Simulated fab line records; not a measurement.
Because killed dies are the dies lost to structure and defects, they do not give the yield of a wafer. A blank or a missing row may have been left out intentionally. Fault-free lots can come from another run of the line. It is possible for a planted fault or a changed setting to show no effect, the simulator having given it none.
A struck lot beside a sound one + flow berkeleyCmos170 + 26 out of 331 route steps
Sound: wafers L813.1, L813.2, L813.5. Wafers L816.3, L816.4, L816.6 were the ones struck. The cause is given at the end.
Each step with rows lists, per side, the tool, then ch with its chambers, then its first start. Under that, the readings that differ: sound wafers + struck wafers + difference of the means + sigmas: that difference in standard deviations of wafers without a fault.
alike: same words and numbers on both sides, and readings whose means sit less than 2 such deviations apart. not compared: any withheld reading, any reading some wafer has no value for, any bound like >300 that may hide the same value, and any number with overlapping values for which the record gives no deviation.
A row with sigmas, a row that says differs or no value, or rows on one side alone: a step with any of these is where the two part. Non-overlapping numbers with no deviation appear without sigmas and do not part them. A reading missing from all wafers of one side parts the sides only when that side holds two or more wafers.

first, 3 steps without rows for these wafers: UCB170_PVT_EXPOSE_03 (exposes mask NWELL, target cd 3000 nm); UCB170_PVT_PEB_04; UCB170_PVT_DEVELOP_05 (develop time 45 s).
UCB170_PVT_OVL_MEAS_06:
  sound on overlay-02 at day 8 11:44; struck on overlay-01 at day 9 06:17
  alike: PVT_OVL
next, for these wafers, 1 step has no rows: UCB170_PVT_IMPLANT_07.
UCB170_PVT_STRIP_08: strips in O2.
  sound on plasmaAsher-03 ch 0,1, day 8 11:55; struck on plasmaAsher-04 ch 0,1, day 9 06:29
| reading                  | sound             | struck            | difference | sigmas |
|--------------------------|-------------------|-------------------|------------|--------|
| stripTimeToEndpointS (s) | 21.78 21.74 21.79 | 21.56 21.52 21.51 | -0.24      | -4     |
  alike: chamberPressureMTorr, drypumpMotorCurrentA, oesProductAu
  not compared: rfHoursCounterH
UCB170_PVT_TW_MEAS_09:
  sound on filmMetro-03 at day 8 12:01; struck on filmMetro-04 at day 9 06:34
  alike: PVT_TW
then, 1 step without rows for these wafers: UCB170_GATE_WET_ETCH_00 (etches SiO2 in dHF, time 200 s).
UCB170_FIELD_THK_MEAS_91:
  sound on filmMetro-03 at day 8 12:08; struck on filmMetro-02 at day 9 06:46
  alike: FIELD_OXIDE_LEFT_2_THK
then, 1 step without rows for these wafers: UCB170_GATE_OXIDATION_01 (target thk 6.6 nm, ox time 1800 s).
UCB170_GATE_THK_MEAS_02:
  sound on filmMetro-01 at day 8 16:00; struck on filmMetro-01 at day 9 10:19
  alike: GATE_OXIDE_THK
then, 1 step without rows for these wafers: UCB170_GATE_ANNEAL_03 (time 1800 s).
UCB170_GATE_CVD_04: deposits poly-Si from SiH4, time 1440 s, target thk 214 nm.
  sound on lpcvd-01 ch 0, day 8 19:50; struck on lpcvd-02 ch 1, day 9 13:54
| reading                                 | sound             | struck            | difference | sigmas |
|-----------------------------------------|-------------------|-------------------|------------|--------|
| model.poly-Si_of_GATE_CVD_04.thkNm (nm) | 215.8 215.4 215.9 | 338.3 338.2 337.1 | +122.2     |        |
  alike: zonePowerSourcePct
UCB170_GATE_THK_MEAS_05:
  sound on filmMetro-03 at day 8 21:56; struck on filmMetro-04 at day 9 15:23
| reading            | sound             | struck            | difference | sigmas |
|--------------------|-------------------|-------------------|------------|--------|
| GATE_POLY_THK (nm) | 215.7 215.5 215.8 | 338.4 338.3 337.2 | +122.3     | +61    |
then, 6 steps without rows for these wafers: UCB170_GATE_COAT_06; UCB170_GATE_COAT_07 (resist thk 900 nm); UCB170_GATE_SOFTBAKE_08 (time 60 s); UCB170_GATE_EXPOSE_09 (exposes mask POLY, target cd 350 nm); UCB170_GATE_PEB_10; UCB170_GATE_DEVELOP_11 (develop time 45 s).
UCB170_GATE_CD_MEAS_12: the cd target is 350 nm.
  sound on cdSem-01 at day 8 23:03; struck on cdSem-01 at day 9 16:58
  alike: cdNm
UCB170_GATE_OVL_MEAS_13:
  sound on overlay-02 at day 8 23:10; struck on overlay-02 at day 9 17:04
  alike: GATE_OVL
UCB170_GATE_ETCH_14: etches BARC in N2/H2.
  sound on rieDiel-02 ch 0,1, day 8 23:12; struck on rieDiel-04 ch 0,2, day 9 17:05
  alike: chamberPressureMTorr, drypumpMotorCurrentA, oesProductAu, throttleValvePct
UCB170_GATE_ETCH_15: etches poly-Si in HBr/Cl2, stops on SiO2, time 56.3 s, target depth 278.2 nm.
  sound on rieSi-01 ch 1,2,3, day 8 23:15; struck on rieSi-01 ch 1,2, day 9 17:08
| reading                        | sound             | struck            | difference | sigmas |
|--------------------------------|-------------------|-------------------|------------|--------|
| oesProductAu (a.u.)            | 0.827 0.849 0.818 | 0.999 1.044 0.991 | +0.180     | +16    |
| model.etch.depthNm (nm)        | 215.8 215.4 215.9 | 282.4 291 282.1   | +69.5      |        |
| model.GATE.featureDepthNm (nm) | 215.9 215.5 216   | 282.4 291 282.1   | +69.4      |        |
  alike: HBr_flow_sccm, chamberPressureMTorr, drypumpMotorCurrentA, mfcCl2Sccm, throttleValvePct
  not compared: rfHoursCounterH
UCB170_GATE_STRIP_16: strips in O2.
  sound on plasmaAsher-01 ch 0,1, day 8 23:17; struck on plasmaAsher-02 ch 0,1, day 9 17:13
| reading                                 | sound             | struck            | difference | sigmas |
|-----------------------------------------|-------------------|-------------------|------------|--------|
| model.poly-Si_of_GATE_CVD_04.thkNm (nm) | 215.4 215.1 215.5 | 337.9 337.9 336.7 | +122.2     |        |
  alike: chamberPressureMTorr, drypumpMotorCurrentA, oesProductAu
  not compared: rfHoursCounterH
UCB170_GATE_CD_MEAS_90: the cd target is 350 nm.
  sound on cdSem-02 at day 8 23:23; struck on cdSem-01 at day 9 17:19
  alike: cdNm

## WHERE THEY PART
Earliest at UCB170_PVT_STRIP_08; latest, in this record, at UCB170_GATE_ETCH_15. Later steps at which nothing parts them and some readings are alike: UCB170_GATE_STRIP_16, UCB170_GATE_CD_MEAS_90.

WHY: the cause the simulator had injected
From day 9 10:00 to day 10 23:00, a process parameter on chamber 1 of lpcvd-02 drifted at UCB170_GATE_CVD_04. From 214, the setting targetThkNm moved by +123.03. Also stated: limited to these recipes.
